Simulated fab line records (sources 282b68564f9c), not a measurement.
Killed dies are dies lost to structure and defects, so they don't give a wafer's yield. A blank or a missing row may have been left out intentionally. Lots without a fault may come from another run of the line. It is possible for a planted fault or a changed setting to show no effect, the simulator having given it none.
fab line records ; flow rit_cmos
record: lots: 14; wafers: 42; last_day: 8
route steps=202 shown PSD@151 CONTACT@181 M1@196
lots with no fault: from the same line, run without faults
start_h: hours from the record's opening day to when the first of the lot's shown wafers began ; wait_h: how many hours have passed since the lot's step before this one ; " as in the row above ; L1.1+2: one row covering several wafers at once ; - no value present, or no start provided ; * or withheld: withheld ; < > ~ a bound
route shown NAME@n: a module of which the file shows steps, and the number in the route of the first ; usual: mean/standard deviation taken from wafers without a fault ; same: alike in all rows ; chamber/n: place in a boat ; sites: each site's reading ; _std_site: their standard deviation ; _edge_site: the outer-site mean with the inner-site mean subtracted ; radius_mm: how far each site lies from the wafer's centre ; mask NAME#n: copy n ; behind: the tool/chamber that last shaped the wafer ; hold: why the lot went on hold/how many hours it stayed there/how the hold came to an end ; device: which transistor (n, p or np) failed to switch ; end of line: tests run on the same wafers once the route is complete ; for a step that has no rows: nothing shown but its recipe ; killed: the dies lost at the first sort to structure and to defects; this is not the yield of the wafer ; map: dies across one wafer; x = killed, . = not, _ = none there
set.NAME: setting as actually run; set.NAME@STEP: the setting as run at that earlier step ; model.NAME: the simulator's own value behind a step, which no gauge read
steps of the route over a sample of lots; a table a step, a row a wafer
services: when a tool's chamber went out of use (start_h, in hours from the record's first day, below 0 if earlier), for how many hours, and the reason
== steps ==
step: RIT_PSD_STRIP_09
recipe: chemistry: O2; time_s: 180; resist: NOVOLAK; platen_temp_c: withheld; power_w: 500; pressure_mtorr: 4000; o2_flow_sccm: 4000
usual: drypump_motor_current_A: 5.6/0.38
lot.wafer;tool;chamber;start_h;wait_h;drypump_motor_current_A;rf_hours_counter_h
L479.2;plasma_asher-01;1;55.33;0.1;5.3;39
L479.4;plasma_asher-01;1;55.33;0.1;5.3;-
L479.6;plasma_asher-01;0;55.33;0.1;5.7;-
L480.3;plasma_asher-04;0;60.65;0.1;5.2;-
L480.5;plasma_asher-04;0;60.65;0.1;5.2;-
L480.6;plasma_asher-04;1;60.65;0.1;5.4;-
L483.3;plasma_asher-03;1;73.58;0.1;6.1;-
L483.5;plasma_asher-03;1;73.58;0.1;6.1;-
L483.6;plasma_asher-03;0;73.58;0.1;6.3;-
L484.3;plasma_asher-01;0;81.71;0.1;5.8;-
L484.4;plasma_asher-01;1;81.71;0.1;5.3;-
L484.5;plasma_asher-01;1;81.71;0.1;5.3;-
L485.2;plasma_asher-04;0;88.37;0.1;5.2;32
L485.5;plasma_asher-04;0;88.37;0.1;5.2;-
L485.6;plasma_asher-04;1;88.37;0.1;5.4;-
L486.1;plasma_asher-03;0;90.88;0.1;6.2;43
L486.5;plasma_asher-03;1;90.88;0.1;6.0;-
L486.6;plasma_asher-03;0;90.88;0.1;6.2;-
L487.3;plasma_asher-01;1;94.27;0.1;5.3;-
L487.4;plasma_asher-01;0;94.27;0.1;5.7;-
L487.5;plasma_asher-01;1;94.27;0.1;5.3;-
L488.2;plasma_asher-03;0;101.16;0.1;6.2;44
L488.3;plasma_asher-03;1;101.16;0.1;6.1;-
L488.5;plasma_asher-03;1;101.16;0.1;6.1;-
L489.2;plasma_asher-04;1;110.14;0.1;5.4;34
L489.5;plasma_asher-04;1;110.14;0.1;5.4;-
L489.6;plasma_asher-04;0;110.14;0.1;5.2;-
L493.1;plasma_asher-01;0;126.11;0.1;5.7;47
L493.2;plasma_asher-01;1;126.11;0.1;5.3;47
L493.5;plasma_asher-01;1;126.11;0.1;5.3;-
L496.3;plasma_asher-04;1;146.74;0.1;5.4;-
L496.4;plasma_asher-04;0;146.74;0.1;5.2;-
L496.6;plasma_asher-04;1;146.74;0.1;5.4;-
L499.1;plasma_asher-03;0;181.27;0.1;6.2;51
L499.3;plasma_asher-03;0;181.27;0.1;6.2;-
L499.6;plasma_asher-03;1;181.27;0.1;6.1;-
L500.1;plasma_asher-04;0;183.15;0.1;5.2;40
L500.4;plasma_asher-04;1;183.15;0.1;5.4;-
L500.5;plasma_asher-04;1;183.15;0.1;5.4;-
L501.2;plasma_asher-01;0;192.01;0.1;5.7;53
L501.3;plasma_asher-01;1;192.01;0.1;5.3;-
L501.4;plasma_asher-01;0;192.01;0.1;5.7;-
step: RIT_CONTACT_CD_MEAS_90
recipe: target_cd_nm: 1000
usual: cd_nm: 999.6/2.2
lot.wafer;tool;chamber;start_h;wait_h;cd_nm
L479.2;cd_sem-01;-;59.15;0.1;999.8
L479.4;cd_sem-01;-;59.15;0.1;1000.8
L479.6;cd_sem-01;-;59.15;0.1;1001.2
L480.3;cd_sem-02;-;64.29;0.1;993.8
L480.5;cd_sem-02;-;64.29;0.1;994.0
L480.6;cd_sem-02;-;64.29;0.1;993.7
L483.3;cd_sem-02;-;77.13;0.1;1001.5
L483.5;cd_sem-02;-;77.13;0.1;1003.3
L483.6;cd_sem-02;-;77.13;0.1;999.1
L484.3;cd_sem-01;-;85.10;0.1;1001.2
L484.4;cd_sem-01;-;85.10;0.1;1000.6
L484.5;cd_sem-01;-;85.10;0.1;1000.3
L485.2;cd_sem-02;-;92.05;0.1;1000.0
L485.5;cd_sem-02;-;92.05;0.1;996.0
L485.6;cd_sem-02;-;92.05;0.1;998.7
L486.1;cd_sem-01;-;94.38;0.1;996.8
L486.5;cd_sem-01;-;94.38;0.1;1000.5
L486.6;cd_sem-01;-;94.38;0.1;997.4
L487.3;cd_sem-02;-;97.71;0.1;999.0
L487.4;cd_sem-02;-;97.71;0.1;997.2
L487.5;cd_sem-02;-;97.71;0.1;998.7
L488.2;cd_sem-02;-;104.72;0.1;997.7
L488.3;cd_sem-02;-;104.72;0.1;994.9
L488.5;cd_sem-02;-;104.72;0.1;996.5
L489.2;cd_sem-01;-;113.66;0.1;999.1
L489.5;cd_sem-01;-;113.66;0.1;995.7
L489.6;cd_sem-01;-;113.66;0.1;998.0
L493.1;cd_sem-01;-;129.52;0.1;1002.1
L493.2;cd_sem-01;-;129.52;0.1;1001.3
L493.5;cd_sem-01;-;129.52;0.1;1001.2
L496.3;cd_sem-01;-;150.26;0.1;999.1
L496.4;cd_sem-01;-;150.26;0.1;1002.6
L496.6;cd_sem-01;-;150.26;0.1;1000.0
L499.1;cd_sem-02;-;184.71;0.1;1000.4
L499.3;cd_sem-02;-;184.71;0.1;1000.9
L499.6;cd_sem-02;-;184.71;0.1;999.5
L500.1;cd_sem-01;-;186.70;0.1;1001.8
L500.4;cd_sem-01;-;186.70;0.1;1001.4
L500.5;cd_sem-01;-;186.70;0.1;1000.4
L501.2;cd_sem-02;-;196.02;0.1;1002.9
L501.3;cd_sem-02;-;196.02;0.1;1001.7
L501.4;cd_sem-02;-;196.02;0.1;1002.4
step: RIT_M1_METAL_ETCH_12
recipe: stop_on: SiO2; chemistry: Cl2/BCl3; target: Al; time_s: 165; over_etch_frac: 0.5; pressure_mtorr: 100; target_depth_a: 6000; rf_w: 250; Cl2_flow_sccm: 60; bcl3_flow_sccm: 50
usual: drypump_motor_current_A: 5.5/0.39; he_backside_leak_sccm: 3.4/0.36; oes_product_au: 0.784/0.0079; over_etch_frac: 0.5/0; throttle_valve_pct: 8.27/0.055
lot.wafer;tool;chamber;start_h;wait_h;drypump_motor_current_A;he_backside_leak_sccm;oes_product_au;over_etch_frac;rf_hours_counter_h;throttle_valve_pct
L479.2;rie_metal-01;1;61.36;0.2;5.4;3.4;0.777;0.5;0.6;8.21
L479.4;rie_metal-01;0;61.36;0.2;5.3;3.5;0.772;0.5;-;8.30
L479.6;rie_metal-01;1;61.36;0.2;5.4;3.4;0.783;0.5;-;8.21
L480.3;rie_metal-03;1;66.72;0.2;5.0;3.4;0.785;0.5;-;8.28
L480.5;rie_metal-03;0;66.72;0.2;5.6;3.4;0.784;0.5;-;8.25
L480.6;rie_metal-03;1;66.72;0.2;5.0;3.4;0.792;0.5;-;8.29
L483.3;rie_metal-03;0;79.44;0.2;5.6;3.4;0.777;0.5;-;8.25
L483.5;rie_metal-03;1;79.44;0.2;5.0;3.4;0.786;0.5;-;8.28
L483.6;rie_metal-03;0;79.44;0.2;5.6;3.4;0.782;0.5;-;8.25
L484.3;rie_metal-02;0;87.66;0.2;5.6;3.5;0.781;0.5;-;8.23
L484.4;rie_metal-02;1;87.66;0.2;6.3;3.3;0.782;0.5;-;8.37
L484.5;rie_metal-02;0;87.66;0.2;5.6;3.3;0.790;0.5;-;8.22
L485.2;rie_metal-01;1;94.51;0.2;5.4;3.1;0.777;0.5;0.9;8.22
L485.5;rie_metal-01;0;94.51;0.2;5.3;3.2;0.774;0.5;-;8.29
L485.6;rie_metal-01;1;94.51;0.2;5.4;3.3;0.781;0.5;-;8.21
L486.1;rie_metal-03;0;97.10;0.2;5.5;3.2;0.784;0.5;2.5;8.28
L486.5;rie_metal-03;1;97.10;0.2;5.0;3.5;0.796;0.5;-;8.27
L486.6;rie_metal-03;0;97.10;0.2;5.5;3.3;0.791;0.5;-;8.25
L487.3;rie_metal-02;1;100.08;0.2;6.3;3.3;0.783;0.5;-;8.37
L487.4;rie_metal-02;0;100.08;0.2;5.7;3.1;0.791;0.5;-;8.22
L487.5;rie_metal-02;0;100.08;0.2;5.6;3.2;0.774;0.5;-;8.22
L488.2;rie_metal-01;0;107.08;0.2;5.3;3.4;0.768;0.5;1.1;8.31
L488.3;rie_metal-01;0;107.08;0.2;5.3;3.5;0.764;0.5;-;8.30
L488.5;rie_metal-01;0;107.08;0.2;5.3;3.3;0.767;0.5;-;8.30
L489.2;rie_metal-03;1;116.00;0.2;5.0;3.5;0.796;0.5;2.7;8.28
L489.5;rie_metal-03;1;116.00;0.2;5.0;3.4;0.788;0.5;-;8.28
L489.6;rie_metal-03;0;116.00;0.2;5.6;3.4;0.786;0.5;-;8.25
L493.1;rie_metal-01;1;131.75;0.2;5.4;3.4;0.785;0.5;1.5;8.22
L493.2;rie_metal-01;0;131.75;0.2;5.3;3.4;0.776;0.5;1.5;8.29
L493.5;rie_metal-01;1;131.75;0.2;5.4;3.2;0.785;0.5;-;8.21
L496.3;rie_metal-01;0;152.64;0.2;5.3;3.4;0.631;1.25;-;8.33
L496.4;rie_metal-01;1;152.64;0.2;5.4;3.3;0.642;1.25;-;8.24
L496.6;rie_metal-01;1;152.64;0.2;5.4;3.9;0.636;1.25;-;8.23
L499.1;rie_metal-01;0;187.08;0.2;5.3;3.4;0.631;1.25;1.8;8.32
L499.3;rie_metal-01;0;187.08;0.2;5.3;3.5;0.640;1.25;-;8.33
L499.6;rie_metal-01;1;187.08;0.2;5.4;3.3;0.629;1.25;-;8.23
L500.1;rie_metal-03;0;189.09;0.2;5.5;3.5;0.783;0.5;3.2;8.25
L500.4;rie_metal-03;1;189.09;0.2;5.0;3.5;0.791;0.5;-;8.29
L500.5;rie_metal-03;1;189.09;0.2;5.0;3.5;0.786;0.5;-;8.29
L501.2;rie_metal-02;1;198.37;0.2;6.3;3.2;0.775;0.5;5.6;8.38
L501.3;rie_metal-02;0;198.37;0.2;5.6;3.4;0.776;0.5;-;8.22
L501.4;rie_metal-02;1;198.37;0.2;6.3;3.3;0.779;0.5;-;8.38
step: RIT_M1_CD_MEAS_90
recipe: target_cd_nm: 2600
usual: cd_nm: 2599.1/2.7
lot.wafer;tool;chamber;start_h;wait_h;cd_nm
L479.2;cd_sem-01;-;61.91;0.1;2598.5
L479.4;cd_sem-01;-;61.91;0.1;2598.6
L479.6;cd_sem-01;-;61.91;0.1;2600.6
L480.3;cd_sem-02;-;67.23;0.1;2602.1
L480.5;cd_sem-02;-;67.23;0.1;2602.9
L480.6;cd_sem-02;-;67.23;0.1;2602.2
L483.3;cd_sem-02;-;79.94;0.1;2599.8
L483.5;cd_sem-02;-;79.94;0.1;2601.0
L483.6;cd_sem-02;-;79.94;0.1;2598.9
L484.3;cd_sem-01;-;88.20;0.1;2598.1
L484.4;cd_sem-01;-;88.20;0.1;2601.3
L484.5;cd_sem-01;-;88.20;0.1;2600.8
L485.2;cd_sem-02;-;95.04;0.1;2600.7
L485.5;cd_sem-02;-;95.04;0.1;2598.0
L485.6;cd_sem-02;-;95.04;0.1;2599.9
L486.1;cd_sem-01;-;97.61;0.1;2593.8
L486.5;cd_sem-01;-;97.61;0.1;2596.1
L486.6;cd_sem-01;-;97.61;0.1;2595.1
L487.3;cd_sem-01;-;100.58;0.1;2601.4
L487.4;cd_sem-01;-;100.58;0.1;2598.6
L487.5;cd_sem-01;-;100.58;0.1;2596.1
L488.2;cd_sem-02;-;107.62;0.1;2595.8
L488.3;cd_sem-02;-;107.62;0.1;2598.4
L488.5;cd_sem-02;-;107.62;0.1;2595.9
L489.2;cd_sem-02;-;116.53;0.1;2598.2
L489.5;cd_sem-02;-;116.53;0.1;2601.1
L489.6;cd_sem-02;-;116.53;0.1;2598.9
L493.1;cd_sem-01;-;132.26;0.1;2597.0
L493.2;cd_sem-01;-;132.26;0.1;2598.5
L493.5;cd_sem-01;-;132.26;0.1;2598.3
L496.3;cd_sem-01;-;153.14;0.1;2585.0
L496.4;cd_sem-01;-;153.14;0.1;2588.6
L496.6;cd_sem-01;-;153.14;0.1;2587.5
L499.1;cd_sem-02;-;187.59;0.1;2585.0
L499.3;cd_sem-02;-;187.59;0.1;2586.0
L499.6;cd_sem-02;-;187.59;0.1;2587.5
L500.1;cd_sem-02;-;189.60;0.1;2600.1
L500.4;cd_sem-02;-;189.60;0.1;2602.2
L500.5;cd_sem-02;-;189.60;0.1;2598.9
L501.2;cd_sem-01;-;198.90;0.1;2598.7
L501.3;cd_sem-01;-;198.90;0.1;2595.3
L501.4;cd_sem-01;-;198.90;0.1;2596.3
step: RIT_M1_BOW_MEAS_16
recipe: mode: bow
usual: M1_BOW: 17/6.7
lot.wafer;tool;chamber;start_h;wait_h;M1_BOW[um]
L479.2;film_metro-04;-;63.53;0.0;16
L479.4;film_metro-04;-;63.53;0.0;6
L479.6;film_metro-04;-;63.53;0.0;5
L480.3;film_metro-01;-;68.85;0.0;15
L480.5;film_metro-01;-;68.85;0.0;24
L480.6;film_metro-01;-;68.85;0.0;24
L483.3;film_metro-02;-;81.56;0.0;22
L483.5;film_metro-02;-;81.56;0.0;20
L483.6;film_metro-02;-;81.56;0.0;17
L484.3;film_metro-01;-;89.82;0.0;19
L484.4;film_metro-01;-;89.82;0.0;21
L484.5;film_metro-01;-;89.82;0.0;19
L485.2;film_metro-01;-;96.66;0.0;23
L485.5;film_metro-01;-;96.66;0.0;16
L485.6;film_metro-01;-;96.66;0.0;9
L486.1;film_metro-02;-;99.23;0.0;19
L486.5;film_metro-02;-;99.23;0.0;18
L486.6;film_metro-02;-;99.23;0.0;39
L487.3;film_metro-01;-;102.20;0.0;19
L487.4;film_metro-01;-;102.20;0.0;14
L487.5;film_metro-01;-;102.20;0.0;15
L488.2;film_metro-02;-;109.24;0.0;21
L488.3;film_metro-02;-;109.24;0.0;18
L488.5;film_metro-02;-;109.24;0.0;14
L489.2;film_metro-01;-;118.15;0.0;27
L489.5;film_metro-01;-;118.15;0.0;7
L489.6;film_metro-01;-;118.15;0.0;-2
L493.1;film_metro-02;-;133.88;0.0;27
L493.2;film_metro-02;-;133.88;0.0;24
L493.5;film_metro-02;-;133.88;0.0;22
L496.3;film_metro-04;-;156.18;0.0;8
L496.4;film_metro-04;-;156.18;0.0;8
L496.6;film_metro-04;-;156.18;0.0;23
L499.1;film_metro-02;-;189.21;0.0;29
L499.3;film_metro-02;-;189.21;0.0;10
L499.6;film_metro-02;-;189.21;0.0;11
L500.1;film_metro-01;-;191.22;0.0;6
L500.4;film_metro-01;-;191.22;0.0;23
L500.5;film_metro-01;-;191.22;0.0;17
L501.2;film_metro-04;-;200.52;0.0;13
L501.3;film_metro-04;-;200.52;0.0;20
L501.4;film_metro-04;-;200.52;0.0;14
step: RIT_M1_PROBE_99
usual: defect_limited_yield: 97.3/1.2; killed_at_contacts: 0.1/0.25; killed_at_front_end: 7/3.3; killed_dies: 7/3.2; killed_open: 3.6/2.2; killed_short: 3.5/2; sort_bin_3_pad_short: 0.2/0.24; sort_bin_5_function: 1.5/0.88; sort_bin_6_memory: 1.0/0.68; sort_n_pass: 257/3.2; sort_yield_pct: 97.3/1.2
same: gross_dies: 264; killed_at_M0_to_M3: 0; killed_at_M4_up: 0; killed_at_back_side: 0; killed_at_other: 0
lot.wafer;tool;chamber;start_h;wait_h;defect_limited_yield[%];killed_at_contacts;killed_at_front_end;killed_dies;killed_open;killed_short;sort_bin_3_pad_short[%];sort_bin_5_function[%];sort_bin_6_memory[%];sort_n_pass;sort_yield_pct[%]
L479.2;prober-01;-;63.68;0.1;98.5;0;4;4;2;2;0.4;0.4;0.8;260;98.5
L479.4;prober-01;-;63.78;0.2;98.5;0;4;4;2;2;0;0.4;1.1;260;98.5
L479.6;prober-01;-;63.88;0.2;99.6;0;1;1;0;1;0;0.4;0;263;99.6
L480.3;prober-02;-;69.03;0.2;96.6;0;9;9;4;5;0;2.7;0.8;255;96.6
L480.5;prober-02;-;69.13;0.2;94.7;0;14;14;6;8;0.4;2.7;2.3;250;94.7
L480.6;prober-02;-;69.18;0.2;98.1;0;5;5;3;2;0;1.1;0.8;259;98.1
L483.3;prober-01;-;81.74;0.2;97.7;0;6;6;3;3;0;1.5;0.8;258;97.7
L483.5;prober-01;-;81.84;0.2;97.3;0;7;7;5;2;0;1.1;1.5;257;97.3
L483.6;prober-01;-;81.89;0.2;96.6;0;9;9;4;5;0.4;0.8;2.3;255;96.6
L484.3;prober-02;-;90.00;0.2;98.5;0;4;4;4;0;0;0.8;0.8;260;98.5
L484.4;prober-02;-;90.05;0.2;97.0;0;8;8;4;4;0;1.9;1.1;256;97.0
L484.5;prober-02;-;90.10;0.2;97.3;1;6;7;3;4;0.4;1.9;0.4;257;97.3
L485.2;prober-01;-;96.81;0.1;96.2;0;10;10;5;5;0;2.7;1.1;254;96.2
L485.5;prober-01;-;96.96;0.2;97.7;0;6;6;3;3;0;1.1;1.1;258;97.7
L485.6;prober-01;-;97.01;0.2;98.9;0;3;3;1;2;0;0.8;0.4;261;98.9
L486.1;prober-02;-;99.35;0.1;97.7;0;6;6;1;5;0.4;1.9;0;258;97.7
L486.5;prober-02;-;99.55;0.2;97.7;0;6;6;2;4;0.4;1.1;0.8;258;97.7
L486.6;prober-02;-;99.60;0.2;99.2;0;2;2;1;1;0;0.8;0;262;99.2
L487.3;prober-01;-;102.38;0.2;96.6;0;9;9;4;5;0;1.1;2.3;255;96.6
L487.4;prober-01;-;102.43;0.2;96.6;1;8;9;3;6;0.4;1.9;1.1;255;96.6
L487.5;prober-01;-;102.48;0.2;96.2;1;9;10;5;5;0.4;2.7;0.8;254;96.2
L488.2;prober-02;-;109.39;0.1;96.6;0;9;9;7;2;0;3.4;0;255;96.6
L488.3;prober-02;-;109.44;0.2;98.9;0;3;3;2;1;0;0.4;0.8;261;98.9
L488.5;prober-02;-;109.54;0.2;97.3;0;7;7;6;1;0;1.9;0.8;257;97.3
L489.2;prober-01;-;118.30;0.1;98.9;1;2;3;2;1;0.4;0.4;0.4;261;98.9
L489.5;prober-01;-;118.45;0.2;98.1;0;5;5;3;2;0;0.4;1.5;259;98.1
L489.6;prober-01;-;118.50;0.2;97.3;1;6;7;3;4;0.4;1.9;0.4;257;97.3
L493.1;prober-01;-;134.00;0.1;95.5;0;12;12;9;3;0.4;1.1;3.0;252;95.5
L493.2;prober-01;-;134.05;0.1;97.3;0;7;7;5;2;0.4;0.8;1.5;257;97.3
L493.5;prober-01;-;134.20;0.2;97.3;0;7;7;4;3;0;1.9;0.8;257;97.3
L496.3;prober-02;-;156.36;0.2;99.2;0;2;2;0;2;0.4;0.4;0;262;99.2
L496.4;prober-02;-;156.41;0.2;98.1;0;5;5;3;2;0;0.8;1.1;259;98.1
L496.6;prober-02;-;156.51;0.2;97.3;0;7;7;4;3;0;1.1;1.5;257;97.3
L499.1;prober-01;-;189.33;0.1;98.9;0;3;3;1;2;0;0.4;0.8;261;98.9
L499.3;prober-01;-;189.43;0.2;97.0;0;8;8;6;2;0;1.5;1.5;256;97.0
L499.6;prober-01;-;189.58;0.2;96.6;0;9;9;3;6;0.4;1.9;1.1;255;96.6
L500.1;prober-02;-;191.34;0.1;96.2;0;10;10;6;3;0.4;1.5;1.9;254;96.2
L500.4;prober-02;-;191.49;0.2;98.1;0;5;5;2;3;0;1.9;0;259;98.1
L500.5;prober-02;-;191.54;0.2;97.0;0;8;8;3;5;0;1.5;1.5;256;97.0
L501.2;prober-01;-;200.67;0.1;97.7;0;6;6;3;3;0;1.5;0.8;258;97.7
L501.3;prober-01;-;200.72;0.2;97.3;0;7;7;5;2;0;1.5;1.1;257;97.3
L501.4;prober-01;-;200.77;0.2;97.3;0;7;7;3;4;0;1.1;1.5;257;97.3
killed by level:class
L479.2 REOX:geometric_particle:open=2 GATE:geometric_particle:short=1 REOX:geometric_particle:short=1
L479.4 FOX1:geometric_particle:short=1 FOX2:geometric_particle:open=1 GATE:geometric_particle:open=1 SPACER:geometric_particle:short=1
L479.6 SILICIDE:geometric_particle:short=1
L480.3 GATE:geometric_particle:short=4 GATE:geometric_particle:open=2 FOX1:geometric_particle:open=1 FOX2:geometric_particle:short=1 SPACER:geometric_particle:open=1
L480.5 GATE:geometric_particle:open=4 SPACER:geometric_particle:short=3 REOX:geometric_particle:short=2 SILICIDE:geometric_particle:open=2 FOX1:geometric_particle:short=1 GATE:geometric_particle:short=1 SILICIDE:geometric_particle:short=1
L480.6 REOX:geometric_particle:open=2 REOX:geometric_particle:short=2 SILICIDE:geometric_particle:open=1
L483.3 FOX1:geometric_particle:open=2 FOX1:geometric_particle:short=2 GATE:geometric_particle:open=1 REOX:geometric_particle:short=1
L483.5 GATE:geometric_particle:open=5 FOX1:geometric_particle:short=1 SILICIDE:geometric_particle:short=1
L483.6 FOX1:geometric_particle:open=2 GATE:geometric_particle:short=2 GATE:geometric_particle:open=2 FOX1:geometric_particle:short=1 REOX:geometric_particle:short=1 SPACER:geometric_particle:short=1
L484.3 GATE:geometric_particle:open=2 FOX1:geometric_particle:open=1 REOX:geometric_particle:open=1
L484.4 FOX1:geometric_particle:short=2 GATE:geometric_particle:open=2 GATE:geometric_particle:short=1 REOX:geometric_particle:short=1 REOX:geometric_particle:open=1 SILICIDE:geometric_particle:open=1
L484.5 REOX:geometric_particle:open=2 GATE:geometric_particle:open=1 GATE:geometric_particle:short=1 REOX:geometric_particle:short=1 SILICIDE:geometric_particle:short=1 CONTACT:geometric_particle:short=1
L485.2 GATE:geometric_particle:open=2 GATE:geometric_particle:short=2 REOX:geometric_particle:open=2 FOX1:geometric_particle:short=1 REOX:geometric_particle:short=1 SPACER:geometric_particle:open=1 SILICIDE:geometric_particle:short=1
L485.5 GATE:geometric_particle:short=3 GATE:geometric_particle:open=2 SPACER:geometric_particle:open=1
L485.6 GATE:geometric_particle:short=1 GATE:geometric_particle:open=1 SILICIDE:geometric_particle:short=1
L486.1 GATE:geometric_particle:short=3 FOX1:geometric_particle:short=1 REOX:geometric_particle:short=1 SILICIDE:geometric_particle:open=1
L486.5 GATE:geometric_particle:short=4 FOX2:geometric_particle:open=1 SPACER:geometric_particle:open=1
L486.6 REOX:geometric_particle:short=1 SILICIDE:geometric_particle:open=1
L487.3 GATE:geometric_particle:short=2 SPACER:geometric_particle:open=2 FOX1:geometric_particle:short=1 FOX1:geometric_particle:open=1 GATE:geometric_particle:open=1 REOX:geometric_particle:short=1 SPACER:geometric_particle:short=1
L487.4 FOX1:geometric_particle:open=2 FOX1:geometric_particle:short=1 FOX2:geometric_particle:short=1 GATE:geometric_particle:short=1 SPACER:geometric_particle:short=1 SILICIDE:geometric_particle:open=1 SILICIDE:geometric_particle:short=1 CONTACT:geometric_particle:short=1
L487.5 SPACER:geometric_particle:open=2 FOX2:geometric_particle:short=1 GATE:geometric_particle:short=1 GATE:geometric_particle:open=1 REOX:geometric_particle:short=1 SPACER:geometric_particle:short=1 SILICIDE:geometric_particle:open=1 SILICIDE:geometric_particle:short=1
L488.2 GATE:geometric_particle:open=5 REOX:geometric_particle:open=2 GATE:geometric_particle:short=1 REOX:geometric_particle:short=1
L488.3 FOX1:geometric_particle:open=2 GATE:geometric_particle:short=1
L488.5 GATE:geometric_particle:open=6 GATE:geometric_particle:short=1
L489.2 GATE:geometric_particle:open=1 SILICIDE:geometric_particle:open=1 CONTACT:geometric_particle:short=1
L489.5 REOX:geometric_particle:open=2 FOX1:geometric_particle:short=1 FOX2:geometric_particle:open=1 REOX:geometric_particle:short=1
L489.6 REOX:geometric_particle:short=2 FOX2:geometric_particle:open=1 GATE:geometric_particle:short=1 GATE:geometric_particle:open=1 SPACER:geometric_particle:short=1 CONTACT:geometric_particle:open=1
L493.1 SPACER:geometric_particle:open=5 GATE:geometric_particle:short=3 GATE:geometric_particle:open=2 REOX:geometric_particle:open=1 SILICIDE:geometric_particle:open=1
L493.2 FOX2:geometric_particle:open=1 GATE:geometric_particle:open=1 REOX:geometric_particle:open=1 SPACER:geometric_particle:open=1 SPACER:geometric_particle:short=1 SILICIDE:geometric_particle:short=1 SILICIDE:geometric_particle:open=1
L493.5 GATE:geometric_particle:open=3 SPACER:geometric_particle:short=2 REOX:geometric_particle:short=1 SPACER:geometric_particle:open=1
L496.3 GATE:geometric_particle:short=1 REOX:geometric_particle:short=1
L496.4 FOX1:geometric_particle:short=2 ACTIVE:geometric_particle:open=1 GATE:geometric_particle:open=1 SILICIDE:geometric_particle:open=1
L496.6 FOX1:geometric_particle:open=2 GATE:geometric_particle:short=2 ACTIVE:geometric_particle:open=1 FOX2:geometric_particle:short=1 GATE:geometric_particle:open=1
L499.1 REOX:geometric_particle:short=2 GATE:geometric_particle:open=1
L499.3 FOX1:geometric_particle:open=2 SILICIDE:geometric_particle:open=2 FOX1:geometric_particle:short=1 GATE:geometric_particle:open=1 REOX:geometric_particle:open=1 REOX:geometric_particle:short=1
L499.6 GATE:geometric_particle:short=3 GATE:geometric_particle:open=3 FOX1:geometric_particle:short=1 REOX:geometric_particle:short=1 SILICIDE:geometric_particle:short=1
L500.1 GATE:geometric_particle:open=4 GATE:geometric_particle:short=2 FOX1:geometric_particle:short=1 REOX:geometric_particle:open=1 SPACER:geometric_particle:open=1 NWELL:coat_microbubble_printed=1
L500.4 FOX2:geometric_particle:open=2 GATE:geometric_particle:short=2 REOX:geometric_particle:short=1
L500.5 GATE:geometric_particle:short=2 FOX1:geometric_particle:open=1 FOX1:geometric_particle:short=1 FOX2:geometric_particle:short=1 REOX:geometric_particle:short=1 REOX:geometric_particle:open=1 SILICIDE:geometric_particle:open=1
L501.2 FOX2:geometric_particle:open=1 GATE:geometric_particle:open=1 GATE:geometric_particle:short=1 REOX:geometric_particle:short=1 REOX:geometric_particle:open=1 SPACER:geometric_particle:short=1
L501.3 GATE:geometric_particle:open=3 SILICIDE:geometric_particle:open=2 FOX2:geometric_particle:short=1 GATE:geometric_particle:short=1
L501.4 FOX1:geometric_particle:open=1 FOX1:geometric_particle:short=1 FOX2:geometric_particle:short=1 FOX2:geometric_particle:open=1 GATE:geometric_particle:short=1 GATE:geometric_particle:open=1 REOX:geometric_particle:short=1
== services ==
tool;chamber;start_h;hours;kind
plasma_asher-03;-;41.29;28.1;pm
rie_metal-03;-;61.18;2.9;repair
plasma_asher-03;-;102.36;0.6;repair
rie_metal-03;-;122.00;14.6;pm
rie_metal-02;1;133.17;29.5;repair
plasma_asher-04;-;142.29;2.6;repair
rie_metal-03;1;156.39;1.1;repair
rie_metal-01;0;179.77;4.2;repair
== key ==
first_sign: step: RIT_M1_METAL_ETCH_12; reading: over_etch_frac; direction: up; sigmas: 99+; usual: 0.5; struck: 1.25
effect: step: RIT_M1_METAL_ETCH_12; reading: oes_product_au; direction: down; sigmas: 19; usual: 0.784; struck: 0.635
effect: step: RIT_M1_CD_MEAS_90; reading: cd_nm; direction: down; sigmas: 4.6; usual: 2599.1; struck: 2586.6
met_at RIT_M1_METAL_ETCH_12
struck_lots L496,L499
not_acting_at RIT_PSD_STRIP_09,RIT_CONTACT_CD_MEAS_90,RIT_M1_BOW_MEAS_16
onset_between 131.75 152.64
fault: kind: process_parameter_drift; tool: rie_metal-01; chamber: -; onset_h: 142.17; steps: RIT_M1_METAL_ETCH_12; channel: over_etch_frac; offset: 0.75; shape: step; end_h: 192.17; stated: 0.5
